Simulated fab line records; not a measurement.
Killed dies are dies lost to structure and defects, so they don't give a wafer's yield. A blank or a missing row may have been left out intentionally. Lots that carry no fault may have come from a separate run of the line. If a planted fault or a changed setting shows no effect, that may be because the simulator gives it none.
A single fault, viewed from 2 desks ; flow berkeleyCmos170 ; every desk sees just its own numbers, and what lay behind them comes last

## THE METROLOGY DESK
Means of the sampled wafers that have a number, per lot and without regard to the tool the lot ran on: this is what the gauges read. The brackets show how far a lot's mean lies from the usual mean; more than 4 standard deviations puts the lot out of limits, marked OUT.
Columns: A = GATE_OXIDE_THK at UCB170_GATE_THK_MEAS_02, usual 6.79 nm
lot;first seen here;A
L975;day 6 23:43;6.91
L976;day 7 16:13;6.83
L977;day 7 16:13;6.79
L979;day 8 06:12;6.84
L980;day 8 06:12;6.77
L982;day 8 11:19;6.76
L984;day 8 21:55;6.99
L986;day 9 16:33;6.83
L985;day 9 16:34;7.01
L987;day 9 21:55;6.76
L989;day 10 12:57;6.67
L990;day 10 19:41;5.43 (-11) OUT
L992;day 10 19:41;5.64 (-9.6) OUT
L993;day 10 19:42;5.47 (-11) OUT
L991;day 10 19:44;5.57 (-10) OUT
L995;day 11 01:11;6.81
This desk reports L990, L991, L992, L993 out of limits; the earliest was L990 at day 10 19:41 (GATE_OXIDE_THK at UCB170_GATE_THK_MEAS_02). In limits: L975, L976, L977, L979, L980, L982, L984, L986, L985, L987, L989, L995.

## THE TOOL OWNER'S DESK: furnace-02
The tool's own readings at UCB170_GATE_OXIDATION_01 (target thk 6.6 nm, ox time 1848 s): means of the sampled wafers that have a number, for each lot that ran on this tool. The brackets show how far a lot's mean lies from the usual mean; more than 4 standard deviations puts the lot out of limits, marked OUT.
Columns: A = spikeTcCentreC at UCB170_GATE_OXIDATION_01, usual 853.0 C; B = spikeTcLoadC at UCB170_GATE_OXIDATION_01, usual 875.8 C; C = spikeTcSourceC at UCB170_GATE_OXIDATION_01, usual 869.5 C
lot;first seen here;A;B;C
L979;day 8 04:42;853.9;874.3;870.1
L980;day 8 04:42;854.4;874.2;869.8
L984;day 8 20:24;853.9;874.6;868.8
L987;day 9 20:25;851.9;873.5;870.0
L989;day 10 11:26;853.9;874.8;869.6
L990;day 10 18:11;838.1 (-14) OUT;858.2 (-9.3) OUT;852.9 (-17) OUT
L991;day 10 18:11;837.0 (-15) OUT;858.7 (-9.0) OUT;852.5 (-17) OUT
L992;day 10 18:11;837.3 (-14) OUT;858.5 (-9.1) OUT;853.8 (-16) OUT
L993;day 10 18:11;838.0 (-14) OUT;857.8 (-9.5) OUT;853.1 (-16) OUT
This desk's finding: out of limits on L990, L991, L992, L993; first on L990, day 10 18:11 (spikeTcCentreC at UCB170_GATE_OXIDATION_01). In limits: L979, L980, L984, L987, L989.

## PUT TOGETHER
On L990, L991, L992, L993, at day 10 18:11, an alarm was possible from the tool owner's desk.
The metrology desk could have raised an alarm at day 10 19:41, on L990, L991, L992, L993.
On furnace-02, each named lot ran UCB170_GATE_OXIDATION_01.

## WHAT THE SIMULATOR HAD INSERTED
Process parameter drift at UCB170_GATE_OXIDATION_01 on furnace-02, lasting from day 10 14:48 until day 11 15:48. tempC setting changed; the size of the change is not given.
Struck lots among those shown: L990, L991, L992, L993.
Fault start to first reading out of limits, in hours, per desk: tool owner, 3; metrology, 5.
